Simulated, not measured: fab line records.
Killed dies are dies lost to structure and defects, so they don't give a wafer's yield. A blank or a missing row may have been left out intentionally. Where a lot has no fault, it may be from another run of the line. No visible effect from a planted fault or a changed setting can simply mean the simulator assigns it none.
fab line records -- flow ritCmos
record: lots: 16, wafers: 48, lastDay: 7
route steps=202 shown NWELL@37 PWELL@52 NLDD@106 M1@202
lots that met no fault: taken from a fault-free run of the same line
startH: hours from the record's opening day to when the first of the lot's shown wafers began -- waitH: hours from the lot's prior step to this one -- " the same as in the row above -- L1.1+2: several wafers, shown together as one row -- - no value, or no start was given -- * or withheld: withheld -- < > ~ a bound
route shown NAME@n: a module of which the file shows steps, and the number in the route of the first -- usual: the fault-free wafers' mean and standard deviation -- same: alike in all rows -- chamber/n: place in a boat -- sites: the reading at each site -- _std_site: their standard deviation -- _edge_site: the outer-site mean with the inner-site mean subtracted -- radiusMm: for every site, how far away it sits from the centre of the wafer -- mask NAME#n: copy n -- behind: the most recent tool/chamber to have shaped the wafer -- hold: what put the lot on hold/how long, in hours/how the hold closed -- device: which transistor (n, p or np) failed to switch -- end of line: the route-end tests of the same wafers -- for a step that has no rows: nothing shown but its recipe -- killed: at the first sort, the dies lost to defects and structure; wafer yield is something else -- map: the dies of a wafer, with x for killed, . for not killed, _ for no die there
set.NAME: the setting the step ran with; set.NAME@STEP: the setting that earlier step ran with -- model.NAME: the simulator's own value behind a step, which no gauge read
the route's steps for a sample of lots (tables are steps, rows are wafers)
services: when a tool's chamber went out of use (startH, in hours from the record's first day, below 0 if earlier), for how many hours, and the reason
== steps ==
step: RIT_NWELL_STRIP_09
recipe: chemistry: O2, timeS: 180, resist: NOVOLAK, platenTempC: withheld, powerW: 500, pressureMtorr: 4000, o2FlowSccm: 4000
usual: drypumpMotorCurrentA: 5.9/0.49, o2FlowSccm: 4001/12
same: timeS: 180
lot.wafer,tool,chamber,startH,waitH,drypumpMotorCurrentA,o2FlowSccm,rfHoursCounterH
L478.2,plasmaAsher-01,0,23.08,0.1,6.3,4001,35
L478.3,plasmaAsher-01,1,23.08,0.1,6.0,4029,-
L478.4,plasmaAsher-01,0,23.08,0.1,6.3,4010,-
L479.1,plasmaAsher-03,1,25.76,0.1,6.1,4011,40
L479.2,plasmaAsher-03,0,25.76,0.1,5.9,3991,40
L479.5,plasmaAsher-03,0,25.76,0.1,5.9,3987,-
L480.1,plasmaAsher-04,0,31.16,0.1,5.0,4010,38
L480.2,plasmaAsher-04,1,31.16,0.1,6.3,3993,38
L480.5,plasmaAsher-04,1,31.16,0.1,6.3,4021,-
L481.1,plasmaAsher-04,0,36.79,0.1,5.0,3989,39
L481.3,plasmaAsher-04,0,36.79,0.1,5.0,3996,-
L481.4,plasmaAsher-04,1,36.79,0.1,6.3,4006,-
L482.2,plasmaAsher-01,0,41.36,0.1,6.3,4000,37
L482.4,plasmaAsher-01,0,41.36,0.1,6.3,3986,-
L482.5,plasmaAsher-01,1,41.36,0.1,6.1,4008,-
L483.2,plasmaAsher-04,0,48.06,0.1,5.0,4004,40
L483.5,plasmaAsher-04,0,48.06,0.1,5.0,3996,-
L483.6,plasmaAsher-04,1,48.06,0.1,6.2,4007,-
L484.1,plasmaAsher-03,1,51.95,0.1,6.1,3993,42
L484.3,plasmaAsher-03,1,51.95,0.1,6.1,3976,-
L484.4,plasmaAsher-03,0,51.95,0.1,5.9,4006,-
L486.1,plasmaAsher-04,0,60.85,0.1,5.0,4007,42
L486.2,plasmaAsher-04,1,60.85,0.1,6.2,4014,42
L486.5,plasmaAsher-04,0,60.85,0.1,5.0,3997,-
L487.1,plasmaAsher-04,0,66.47,0.1,5.0,3991,42
L487.4,plasmaAsher-04,1,66.47,0.1,6.3,3996,-
L487.6,plasmaAsher-04,0,66.47,0.1,5.0,3995,-
L491.4,plasmaAsher-01,0,86.47,0.1,6.3,3992,-
L491.5,plasmaAsher-01,0,86.47,0.1,6.3,4004,-
L491.6,plasmaAsher-01,1,86.47,0.1,6.1,4019,-
L492.1,plasmaAsher-04,0,94.95,0.1,5.0,4019,45
L492.2,plasmaAsher-04,1,94.95,0.1,6.2,4006,45
L492.4,plasmaAsher-04,1,94.95,0.1,6.2,4008,-
L493.2,plasmaAsher-03,0,98.58,0.1,5.9,3999,47
L493.3,plasmaAsher-03,1,98.58,0.1,6.0,4010,-
L493.6,plasmaAsher-03,0,98.58,0.1,5.9,3999,-
L495.1,plasmaAsher-03,0,105.92,0.1,5.9,4007,48
L495.2,plasmaAsher-03,1,105.92,0.1,6.0,4011,48
L495.6,plasmaAsher-03,1,105.92,0.1,6.1,3998,-
L496.2,plasmaAsher-04,1,116.01,0.1,6.2,3984,48
L496.3,plasmaAsher-04,0,116.01,0.1,5.0,4014,-
L496.5,plasmaAsher-04,0,116.01,0.1,5.0,4016,-
L498.4,plasmaAsher-04,0,121.24,0.1,5.0,3993,-
L498.5,plasmaAsher-04,1,121.24,0.1,6.3,3993,-
L498.6,plasmaAsher-04,0,121.24,0.1,5.0,4003,-
L501.1,plasmaAsher-01,1,135.80,0.1,6.1,3983,2
L501.2,plasmaAsher-01,0,135.80,0.1,6.3,3999,2
L501.3,plasmaAsher-01,1,135.80,0.1,6.1,3976,-
step: RIT_NWELL_TW_MEAS_10
usual: NWELL_TW: 2156/31
lot.wafer,tool,chamber,startH,waitH,NWELL_TW
L478.2,filmMetro-03,-,23.26,0.1,2148
L478.3,filmMetro-03,-,23.26,0.1,2170
L478.4,filmMetro-03,-,23.26,0.1,2157
L479.1,filmMetro-02,-,25.94,0.1,2194
L479.2,filmMetro-02,-,25.94,0.1,2194
L479.5,filmMetro-02,-,25.94,0.1,2213
L480.1,filmMetro-02,-,31.33,0.1,2200
L480.2,filmMetro-02,-,31.33,0.1,2200
L480.5,filmMetro-02,-,31.33,0.1,2199
L481.1,filmMetro-02,-,36.97,0.1,2204
L481.3,filmMetro-02,-,36.97,0.1,2206
L481.4,filmMetro-02,-,36.97,0.1,2203
L482.2,filmMetro-01,-,41.54,0.1,2117
L482.4,filmMetro-01,-,41.54,0.1,2107
L482.5,filmMetro-01,-,41.54,0.1,2131
L483.2,filmMetro-03,-,48.25,0.1,2138
L483.5,filmMetro-03,-,48.25,0.1,2139
L483.6,filmMetro-03,-,48.25,0.1,2151
L484.1,filmMetro-03,-,52.12,0.1,2159
L484.3,filmMetro-03,-,52.12,0.1,2136
L484.4,filmMetro-03,-,52.12,0.1,2147
L486.1,filmMetro-02,-,61.03,0.1,2205
L486.2,filmMetro-02,-,61.03,0.1,2205
L486.5,filmMetro-02,-,61.03,0.1,2198
L487.1,filmMetro-03,-,66.65,0.1,2150
L487.4,filmMetro-03,-,66.65,0.1,2145
L487.6,filmMetro-03,-,66.65,0.1,2143
L491.4,filmMetro-03,-,86.61,0.1,2148
L491.5,filmMetro-03,-,86.61,0.1,2156
L491.6,filmMetro-03,-,86.61,0.1,2145
L492.1,filmMetro-01,-,95.12,0.1,2118
L492.2,filmMetro-01,-,95.12,0.1,2111
L492.4,filmMetro-01,-,95.12,0.1,2107
L493.2,filmMetro-03,-,98.76,0.1,2160
L493.3,filmMetro-03,-,98.76,0.1,2150
L493.6,filmMetro-03,-,98.76,0.1,2137
L495.1,filmMetro-02,-,106.10,0.1,2189
L495.2,filmMetro-02,-,106.10,0.1,2169
L495.6,filmMetro-02,-,106.10,0.1,2183
L496.2,filmMetro-01,-,116.19,0.1,2132
L496.3,filmMetro-01,-,116.19,0.1,2127
L496.5,filmMetro-01,-,116.19,0.1,2147
L498.4,filmMetro-03,-,121.39,0.1,2169
L498.5,filmMetro-03,-,121.39,0.1,2155
L498.6,filmMetro-03,-,121.39,0.1,2167
L501.1,filmMetro-03,-,135.97,0.1,2152
L501.2,filmMetro-03,-,135.97,0.1,2171
L501.3,filmMetro-03,-,135.97,0.1,2162
step: RIT_WELLDRIVE_RS_MEAS_02
recipe: thkMeasGauge: four-point-probe
usual: PWELL_RS: 430.1/1.3
lot.wafer,tool,chamber,startH,waitH,PWELL_RS[ohm/sq]
L478.2,filmMetro-03,-,30.09,0.1,430.6
L478.3,filmMetro-03,-,30.09,0.1,428.7
L478.4,filmMetro-03,-,30.09,0.1,431.4
L479.1,filmMetro-03,-,32.91,0.1,430.1
L479.2,filmMetro-03,-,32.91,0.1,429.4
L479.5,filmMetro-03,-,32.91,0.1,428.6
L480.1,filmMetro-02,-,38.27,0.1,428.4
L480.2,filmMetro-02,-,38.27,0.1,428.8
L480.5,filmMetro-02,-,38.27,0.1,428.7
L481.1,filmMetro-01,-,43.91,0.1,431.8
L481.3,filmMetro-01,-,43.91,0.1,432.5
L481.4,filmMetro-01,-,43.91,0.1,432.2
L482.2,filmMetro-01,-,48.58,0.1,432.3
L482.4,filmMetro-01,-,48.58,0.1,432.1
L482.5,filmMetro-01,-,48.58,0.1,432.2
L483.2,filmMetro-01,-,55.07,0.1,429.3
L483.5,filmMetro-01,-,55.07,0.1,428.8
L483.6,filmMetro-01,-,55.07,0.1,429.3
L484.1,filmMetro-01,-,59.06,0.1,430.4
L484.3,filmMetro-01,-,59.06,0.1,431.1
L484.4,filmMetro-01,-,59.06,0.1,430.5
L486.1,filmMetro-01,-,67.86,0.1,428.1
L486.2,filmMetro-01,-,67.86,0.1,429.5
L486.5,filmMetro-01,-,67.86,0.1,431.7
L487.1,filmMetro-01,-,73.80,0.1,432.1
L487.4,filmMetro-01,-,73.80,0.1,431.3
L487.6,filmMetro-01,-,73.80,0.1,432.1
L491.4,filmMetro-02,-,93.69,0.1,428.2
L491.5,filmMetro-02,-,93.69,0.1,429.6
L491.6,filmMetro-02,-,93.69,0.1,430.5
L492.1,filmMetro-03,-,102.17,0.1,432.4
L492.2,filmMetro-03,-,102.17,0.1,429.7
L492.4,filmMetro-03,-,102.17,0.1,430.3
L493.2,filmMetro-02,-,107.28,0.1,428.5
L493.3,filmMetro-02,-,107.28,0.1,429.7
L493.6,filmMetro-02,-,107.28,0.1,430.0
L495.1,filmMetro-03,-,114.27,0.1,428.3
L495.2,filmMetro-03,-,114.27,0.1,428.4
L495.6,filmMetro-03,-,114.27,0.1,430.3
L496.2,filmMetro-01,-,123.14,0.1,431.9
L496.3,filmMetro-01,-,123.14,0.1,430.7
L496.5,filmMetro-01,-,123.14,0.1,431.6
L498.4,filmMetro-02,-,128.43,0.1,429.1
L498.5,filmMetro-02,-,128.43,0.1,429.7
L498.6,filmMetro-02,-,128.43,0.1,430.4
L501.1,filmMetro-03,-,143.34,0.1,427.6
L501.2,filmMetro-03,-,143.34,0.1,429.0
L501.3,filmMetro-03,-,143.34,0.1,428.3
step: RIT_NLDD_EXPOSE_03
recipe: maskId: M7, na: 0.57, targetCdNm: 40700, doseMj: 250
usual: focusOffsetNm: 0.1/0.53, stageVelMmS: 500.00/0.27
lot.wafer,tool,chamber,startH,waitH,mask,focusOffsetNm,stageVelMmS
L478.2,ilineStepper-01,0,41.99,0.1,M7#0,0.0,499.87
L478.3,ilineStepper-01,0,41.99,0.1,M7#0,-0.2,499.72
L478.4,ilineStepper-01,0,41.99,0.1,M7#0,-0.2,500.19
L479.1,ilineStepper-01,0,46.91,0.1,M7#0,0.1,499.36
L479.2,ilineStepper-01,0,46.91,0.1,M7#0,-0.4,499.19
L479.5,ilineStepper-01,0,46.91,0.1,M7#0,-0.1,499.56
L480.1,ilineStepper-01,0,52.36,0.1,M7#0,0.2,500.10
L480.2,ilineStepper-01,0,52.36,0.1,M7#0,-0.1,499.94
L480.5,ilineStepper-01,0,52.36,0.1,M7#0,0.7,500.01
L481.1,ilineStepper-02,0,55.94,0.2,M7#0,0.3,499.90
L481.3,ilineStepper-02,0,55.94,0.2,M7#0,-0.4,499.75
L481.4,ilineStepper-02,0,55.94,0.2,M7#0,-0.2,500.08
L482.2,ilineStepper-01,0,62.13,0.2,M7#0,0.3,499.90
L482.4,ilineStepper-01,0,62.13,0.2,M7#0,1.2,500.04
L482.5,ilineStepper-01,0,62.13,0.2,M7#0,0.5,499.92
L483.2,ilineStepper-01,0,69.21,0.1,M7#0,0.7,500.38
L483.5,ilineStepper-01,0,69.21,0.1,M7#0,1.0,500.19
L483.6,ilineStepper-01,0,69.21,0.1,M7#0,1.5,499.85
L484.1,ilineStepper-01,0,71.14,0.1,M7#0,0.5,499.80
L484.3,ilineStepper-01,0,71.14,0.1,M7#0,0.4,499.83
L484.4,ilineStepper-01,0,71.14,0.1,M7#0,-0.7,499.96
L486.1,ilineStepper-02,0,80.82,0.1,M7#0,0.3,499.72
L486.2,ilineStepper-02,0,80.82,0.1,M7#0,0.3,499.67
L486.5,ilineStepper-02,0,80.82,0.1,M7#0,0.1,500.24
L487.1,ilineStepper-01,0,91.89,0.2,M7#0,1.6,499.49
L487.4,ilineStepper-01,0,91.89,0.2,M7#0,0.8,499.77
L487.6,ilineStepper-01,0,91.89,0.2,M7#0,0.7,499.93
L491.4,ilineStepper-01,0,108.11,0.2,M7#0,0.1,499.95
L491.5,ilineStepper-01,0,108.11,0.2,M7#0,0.9,500.01
L491.6,ilineStepper-01,0,108.11,0.2,M7#0,-0.1,500.41
L492.1,ilineStepper-01,0,118.02,0.1,M7#0,-0.6,499.70
L492.2,ilineStepper-01,0,118.02,0.1,M7#0,-0.3,500.30
L492.4,ilineStepper-01,0,118.02,0.1,M7#0,-0.4,500.09
L493.2,ilineStepper-01,0,120.45,0.1,M7#0,0.4,499.71
L493.3,ilineStepper-01,0,120.45,0.1,M7#0,0.1,499.81
L493.6,ilineStepper-01,0,120.45,0.1,M7#0,0.5,499.48
L495.1,ilineStepper-01,0,127.59,0.3,M7#0,-0.9,500.15
L495.2,ilineStepper-01,0,127.59,0.3,M7#0,-0.3,499.82
L495.6,ilineStepper-01,0,127.59,0.3,M7#0,-0.2,499.73
L496.2,ilineStepper-02,0,136.76,0.2,M7#0,0.3,500.18
L496.3,ilineStepper-02,0,136.76,0.2,M7#0,0.5,500.24
L496.5,ilineStepper-02,0,136.76,0.2,M7#0,-0.2,499.88
L498.4,ilineStepper-02,0,141.20,0.2,M7#0,-0.4,500.05
L498.5,ilineStepper-02,0,141.20,0.2,M7#0,0.4,500.44
L498.6,ilineStepper-02,0,141.20,0.2,M7#0,-0.3,499.75
L501.1,ilineStepper-02,0,156.50,0.2,M7#0,-1.2,500.01
L501.2,ilineStepper-02,0,156.50,0.2,M7#0,0.3,500.43
L501.3,ilineStepper-02,0,156.50,0.2,M7#0,-0.4,500.13
step: RIT_NLDD_OVL_MEAS_06
usual: NLDD_OVL: 0.3/1.3
lot.wafer,tool,chamber,startH,waitH,NLDD_OVL[nm]
L478.2,overlay-01,-,42.38,-,-1.5
L478.3,overlay-01,-,42.38,-,-1.6
L478.4,overlay-01,-,42.38,-,-0.9
L479.1,overlay-01,-,47.31,-,2.0
L479.2,overlay-01,-,47.31,-,0.6
L479.5,overlay-01,-,47.31,-,0.8
L480.1,overlay-01,-,52.76,-,-0.5
L480.2,overlay-01,-,52.76,-,-0.7
L480.5,overlay-01,-,52.76,-,-0.9
L481.1,overlay-01,-,56.34,-,2.4
L481.3,overlay-01,-,56.34,-,1.2
L481.4,overlay-01,-,56.34,-,1.3
L482.2,overlay-01,-,62.52,-,1.8
L482.4,overlay-01,-,62.52,-,2.7
L482.5,overlay-01,-,62.52,-,3.7
L483.2,overlay-01,-,69.59,-,-0.6
L483.5,overlay-01,-,69.59,-,-0.4
L483.6,overlay-01,-,69.59,-,0.4
L484.1,overlay-01,-,71.54,-,1.3
L484.3,overlay-01,-,71.54,-,1.0
L484.4,overlay-01,-,71.54,-,1.1
L486.1,overlay-01,-,81.22,-,2.1
L486.2,overlay-01,-,81.22,-,2.9
L486.5,overlay-01,-,81.22,-,3.5
L487.1,overlay-01,-,92.29,-,0.0
L487.4,overlay-01,-,92.29,-,-0.4
L487.6,overlay-01,-,92.29,-,-1.1
L491.4,overlay-02,-,108.47,-,-298.7
L491.5,overlay-02,-,108.47,-,-299.9
L491.6,overlay-02,-,108.47,-,-299.6
L492.1,overlay-01,-,118.42,-,-297.7
L492.2,overlay-01,-,118.42,-,-297.8
L492.4,overlay-01,-,118.42,-,-299.5
L493.2,overlay-02,-,120.84,-,-301.0
L493.3,overlay-02,-,120.84,-,-299.3
L493.6,overlay-02,-,120.84,-,-300.0
L495.1,overlay-01,-,128.18,-,-299.5
L495.2,overlay-01,-,128.18,-,-299.5
L495.6,overlay-01,-,128.18,-,-300.5
L496.2,overlay-02,-,137.22,-,0.7
L496.3,overlay-02,-,137.22,-,1.0
L496.5,overlay-02,-,137.22,-,0.7
L498.4,overlay-01,-,141.56,-,1.9
L498.5,overlay-01,-,141.56,-,1.5
L498.6,overlay-01,-,141.56,-,0.3
L501.1,overlay-01,-,156.90,-,-0.3
L501.2,overlay-01,-,156.90,-,0.8
L501.3,overlay-01,-,156.90,-,0.2
step: RIT_M1_PROBE_99
usual: killedAtContacts: 0.1/0.24, killedAtFrontEnd: 7/3.1, killedDies: 7/3.1, killedOpen: 3.6/2.1, killedShort: 3.2/2
same: grossDies: 264, killed_at_M0_to_M3: 0, killed_at_M4_up: 0, killedAtBackSide: 0, killedAtOther: 0
lot.wafer,tool,chamber,startH,waitH,killedAtContacts,killedAtFrontEnd,killedDies,killedOpen,killedShort
L478.2,prober-02,-,57.98,0.1,0,5,5,1,4
L478.3,prober-02,-,58.03,0.2,0,11,11,7,4
L478.4,prober-02,-,58.08,0.2,0,8,8,5,3
L479.1,prober-01,-,64.00,0.1,0,11,11,5,6
L479.2,prober-01,-,64.05,0.1,0,10,10,3,7
L479.5,prober-01,-,64.20,0.2,0,7,7,4,3
L480.1,prober-02,-,69.36,0.1,0,7,7,4,3
L480.2,prober-02,-,69.41,0.1,0,4,4,2,2
L480.5,prober-02,-,69.56,0.2,0,6,6,4,2
L481.1,prober-01,-,72.03,0.1,0,4,4,2,2
L481.3,prober-01,-,72.13,0.2,0,10,10,8,2
L481.4,prober-01,-,72.18,0.2,0,9,9,5,4
L482.2,prober-02,-,78.51,0.1,0,6,6,2,4
L482.4,prober-02,-,78.61,0.2,0,4,4,3,1
L482.5,prober-02,-,78.66,0.2,0,13,13,8,5
L483.2,prober-01,-,85.83,0.1,0,3,3,2,1
L483.5,prober-01,-,85.98,0.2,0,6,6,0,6
L483.6,prober-01,-,86.03,0.2,0,3,3,1,2
L484.1,prober-02,-,87.51,0.1,0,2,2,1,1
L484.3,prober-02,-,87.61,0.2,0,11,11,6,5
L484.4,prober-02,-,87.66,0.2,0,9,9,7,2
L486.1,prober-02,-,98.10,0.1,0,3,3,3,0
L486.2,prober-02,-,98.15,0.1,0,2,2,2,0
L486.5,prober-02,-,98.30,0.2,0,7,7,7,0
L487.1,prober-01,-,110.12,0.1,0,3,3,2,1
L487.4,prober-01,-,110.27,0.2,1,10,11,6,5
L487.6,prober-01,-,110.37,0.2,0,9,9,6,3
L491.4,prober-01,-,124.65,0.2,0,5,5,3,2
L491.5,prober-01,-,124.70,0.2,0,6,6,4,2
L491.6,prober-01,-,124.75,0.2,0,5,5,3,2
L492.1,prober-02,-,133.87,0.1,0,14,14,7,7
L492.2,prober-02,-,133.92,0.1,0,4,4,1,3
L492.4,prober-02,-,134.02,0.2,0,12,12,7,5
L493.2,prober-01,-,136.33,0.1,0,6,6,5,1
L493.3,prober-01,-,136.38,0.2,0,4,4,2,2
L493.6,prober-01,-,136.53,0.2,0,11,11,7,4
L495.1,prober-01,-,144.29,0.1,0,6,6,1,5
L495.2,prober-01,-,144.34,0.1,0,6,6,2,4
L495.6,prober-01,-,144.54,0.2,0,4,4,3,1
L496.2,prober-02,-,153.07,0.1,0,9,9,5,4
L496.3,prober-02,-,153.12,0.2,0,9,9,2,7
L496.5,prober-02,-,153.22,0.2,0,6,6,3,3
L498.4,prober-02,-,157.63,0.2,0,5,5,2,3
L498.5,prober-02,-,157.68,0.2,0,7,7,3,4
L498.6,prober-02,-,157.73,0.2,0,10,10,5,5
L501.1,prober-01,-,172.86,0.1,0,8,8,5,3
L501.2,prober-01,-,172.91,0.1,0,13,13,4,9
L501.3,prober-01,-,172.96,0.2,0,11,11,8,3
killed by level:class
L478.2 FOX1:geometricParticle:short=1 FOX1:geometricParticle:open=1 GATE:geometricParticle:short=1 SPACER:geometricParticle:short=1 SILICIDE:geometricParticle:short=1
L478.3 GATE:geometricParticle:short=4 FOX2:geometricParticle:open=3 GATE:geometricParticle:open=3 SPACER:geometricParticle:open=1
L478.4 GATE:geometricParticle:open=2 FOX1:geometricParticle:open=1 FOX2:geometricParticle:short=1 GATE:geometricParticle:short=1 REOX:geometricParticle:open=1 SPACER:geometricParticle:short=1 SILICIDE:geometricParticle:open=1
L479.1 GATE:geometricParticle:open=3 GATE:geometricParticle:short=2 SPACER:geometricParticle:short=2 FOX2:geometricParticle:open=1 FOX2:geometricParticle:short=1 REOX:geometricParticle:short=1 SILICIDE:geometricParticle:open=1
L479.2 GATE:geometricParticle:short=4 FOX1:geometricParticle:short=2 GATE:geometricParticle:open=2 REOX:geometricParticle:open=1 REOX:geometricParticle:short=1
L479.5 GATE:geometricParticle:open=3 GATE:geometricParticle:short=2 FOX1:geometricParticle:open=1 SILICIDE:geometricParticle:short=1
L480.1 GATE:geometricParticle:open=2 FOX1:geometricParticle:short=1 FOX1:geometricParticle:open=1 FOX2:geometricParticle:short=1 GATE:geometricParticle:short=1 SILICIDE:geometricParticle:open=1
L480.2 FOX2:geometricParticle:open=2 REOX:geometricParticle:short=1 SILICIDE:geometricParticle:short=1
L480.5 GATE:geometricParticle:open=3 GATE:geometricParticle:short=2 FOX1:geometricParticle:open=1
L481.1 GATE:geometricParticle:open=1 REOX:geometricParticle:open=1 REOX:geometricParticle:short=1 SPACER:geometricParticle:short=1
L481.3 SPACER:geometricParticle:open=3 GATE:geometricParticle:open=2 FOX1:geometricParticle:open=1 FOX1:geometricParticle:short=1 FOX2:geometricParticle:open=1 REOX:geometricParticle:open=1 SPACER:geometricParticle:short=1
L481.4 GATE:geometricParticle:open=4 GATE:geometricParticle:short=2 SPACER:geometricParticle:short=2 REOX:geometricParticle:open=1
L482.2 FOX1:geometricParticle:short=1 FOX2:geometricParticle:short=1 FOX2:geometricParticle:open=1 REOX:geometricParticle:short=1 SPACER:geometricParticle:open=1 SILICIDE:geometricParticle:short=1
L482.4 FOX2:geometricParticle:open=1 GATE:geometricParticle:short=1 GATE:geometricParticle:open=1 SPACER:geometricParticle:open=1
L482.5 GATE:geometricParticle:open=5 FOX2:geometricParticle:short=2 REOX:geometricParticle:open=2 FOX2:geometricParticle:open=1 GATE:geometricParticle:short=1 REOX:geometricParticle:short=1 SPACER:geometricParticle:short=1
L483.2 FOX1:geometricParticle:short=1 FOX1:geometricParticle:open=1 GATE:geometricParticle:open=1
L483.5 GATE:geometricParticle:short=3 ACTIVE:geometricParticle:short=1 REOX:geometricParticle:short=1 SILICIDE:geometricParticle:short=1
L483.6 FOX1:geometricParticle:short=2 GATE:geometricParticle:open=1
L484.1 FOX1:geometricParticle:open=1 SILICIDE:geometricParticle:short=1
L484.3 GATE:geometricParticle:short=4 GATE:geometricParticle:open=3 REOX:geometricParticle:open=2 SILICIDE:geometricParticle:open=1 SILICIDE:geometricParticle:short=1
L484.4 FOX1:geometricParticle:open=4 GATE:geometricParticle:open=2 FOX1:geometricParticle:short=1 GATE:geometricParticle:short=1 REOX:geometricParticle:open=1
L486.1 GATE:geometricParticle:open=3
L486.2 GATE:geometricParticle:open=1 SILICIDE:geometricParticle:open=1
L486.5 FOX1:geometricParticle:open=3 GATE:geometricParticle:open=3 SILICIDE:geometricParticle:open=1
L487.1 REOX:geometricParticle:short=1 REOX:geometricParticle:open=1 SPACER:geometricParticle:open=1
L487.4 REOX:geometricParticle:open=3 GATE:geometricParticle:open=2 REOX:geometricParticle:short=2 FOX1:geometricParticle:short=1 FOX2:geometricParticle:open=1 SILICIDE:geometricParticle:short=1 CONTACT:geometricParticle:short=1
L487.6 REOX:geometricParticle:open=2 SPACER:geometricParticle:open=2 FOX1:geometricParticle:short=1 GATE:geometricParticle:open=1 REOX:geometricParticle:short=1 SILICIDE:geometricParticle:open=1 SILICIDE:geometricParticle:short=1
L491.4 FOX2:geometricParticle:short=1 FOX2:geometricParticle:open=1 GATE:geometricParticle:open=1 SPACER:geometricParticle:short=1 SILICIDE:geometricParticle:open=1
L491.5 GATE:geometricParticle:open=3 FOX1:geometricParticle:open=1 FOX1:geometricParticle:short=1 GATE:geometricParticle:short=1
L491.6 GATE:geometricParticle:open=2 FOX1:geometricParticle:open=1 GATE:geometricParticle:short=1 SPACER:geometricParticle:short=1
L492.1 SPACER:geometricParticle:open=3 GATE:geometricParticle:short=2 REOX:geometricParticle:short=2 FOX1:geometricParticle:short=1 FOX1:geometricParticle:open=1 FOX2:geometricParticle:open=1 FOX2:geometricParticle:short=1 GATE:geometricParticle:open=1
L492.2 SILICIDE:geometricParticle:short=2 GATE:geometricParticle:short=1 GATE:geometricParticle:open=1
L492.4 GATE:geometricParticle:open=4 SILICIDE:geometricParticle:short=2 SILICIDE:geometricParticle:open=2 FOX2:geometricParticle:short=1 GATE:geometricParticle:short=1 REOX:geometricParticle:open=1 SPACER:geometricParticle:short=1
L493.2 GATE:geometricParticle:open=3 SPACER:geometricParticle:open=2 REOX:geometricParticle:short=1
L493.3 GATE:geometricParticle:open=1 GATE:geometricParticle:short=1 REOX:geometricParticle:short=1 REOX:geometricParticle:open=1
L493.6 GATE:geometricParticle:open=4 GATE:geometricParticle:short=2 REOX:geometricParticle:short=2 REOX:geometricParticle:open=2 SILICIDE:geometricParticle:open=1
L495.1 GATE:geometricParticle:short=2 FOX2:geometricParticle:short=1 GATE:geometricParticle:open=1 REOX:geometricParticle:short=1 SILICIDE:geometricParticle:short=1
L495.2 FOX2:geometricParticle:open=2 GATE:geometricParticle:short=2 FOX1:geometricParticle:short=1 SPACER:geometricParticle:short=1
L495.6 FOX2:geometricParticle:open=1 REOX:geometricParticle:short=1 REOX:geometricParticle:open=1 SPACER:geometricParticle:open=1
L496.2 SPACER:geometricParticle:open=3 GATE:geometricParticle:short=2 REOX:geometricParticle:short=2 FOX1:geometricParticle:open=1 REOX:geometricParticle:open=1
L496.3 REOX:geometricParticle:short=5 FOX2:geometricParticle:open=1 GATE:geometricParticle:short=1 GATE:geometricParticle:open=1 SPACER:geometricParticle:short=1
L496.5 FOX1:geometricParticle:short=2 FOX1:geometricParticle:open=1 REOX:geometricParticle:open=1 REOX:geometricParticle:short=1 SILICIDE:geometricParticle:open=1
L498.4 GATE:geometricParticle:short=3 GATE:geometricParticle:open=2
L498.5 GATE:geometricParticle:short=2 REOX:geometricParticle:open=2 FOX1:geometricParticle:short=1 GATE:geometricParticle:open=1 SILICIDE:geometricParticle:short=1
L498.6 FOX1:geometricParticle:short=4 GATE:geometricParticle:open=2 FOX1:geometricParticle:open=1 GATE:geometricParticle:short=1 REOX:geometricParticle:open=1 SPACER:geometricParticle:open=1
L501.1 GATE:geometricParticle:short=3 SPACER:geometricParticle:open=2 FOX1:geometricParticle:open=1 REOX:geometricParticle:open=1 SILICIDE:geometricParticle:open=1
L501.2 FOX1:geometricParticle:short=3 REOX:geometricParticle:open=3 REOX:geometricParticle:short=3 SPACER:geometricParticle:short=2 FOX1:geometricParticle:open=1 FOX2:geometricParticle:short=1
L501.3 GATE:geometricParticle:open=3 SPACER:geometricParticle:open=3 REOX:geometricParticle:short=1 REOX:geometricParticle:open=1 SPACER:geometricParticle:short=1 SILICIDE:geometricParticle:open=1 SILICIDE:geometricParticle:short=1
== services ==
tool,chamber,startH,hours,kind
ilineStepper-02,-,9.16,1.0,repair
plasmaAsher-03,-,45.88,4.0,pm
plasmaAsher-03,-,108.71,1.9,repair
plasmaAsher-01,-,108.75,9.0,pm
plasmaAsher-01,0,108.75,9.0,ventCycle
plasmaAsher-01,1,108.75,9.0,ventCycle
plasmaAsher-01,-,115.26,0.9,repair
plasmaAsher-01,0,117.75,-,clean
plasmaAsher-01,1,117.75,-,clean
ilineStepper-01,-,130.32,1.7,pm
plasmaAsher-03,-,130.36,2.8,pm
ilineStepper-02,-,139.24,1.7,pm
== key ==
firstSign: step: RIT_NLDD_OVL_MEAS_06, reading: NLDD_OVL, direction: down, sigmas: 99+, usual: 0.3, struck: -299.4
effect none on later readings
metAt RIT_NLDD_EXPOSE_03
struckLots L491,L492,L493,L495
testerLeftOut L491,L492,L493,L495
notActingAt RIT_NWELL_STRIP_09,RIT_NWELL_TW_MEAS_10,RIT_WELLDRIVE_RS_MEAS_02
onsetBetween 91.89 108.11
fault: kind: scannerMatchingOverlay, tool: ilineStepper-01, chamber: -, onsetH: 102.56, steps: RIT_NLDD_EXPOSE_03, offset: -300
testerLeftOut: of these lots the tester's yield and bins aren't shown, on N5 and GAA mostly nor the transistor test; their killed dies are dies lost to structure and defects alone, not to doping, threshold or leakage, so they don't give the yield
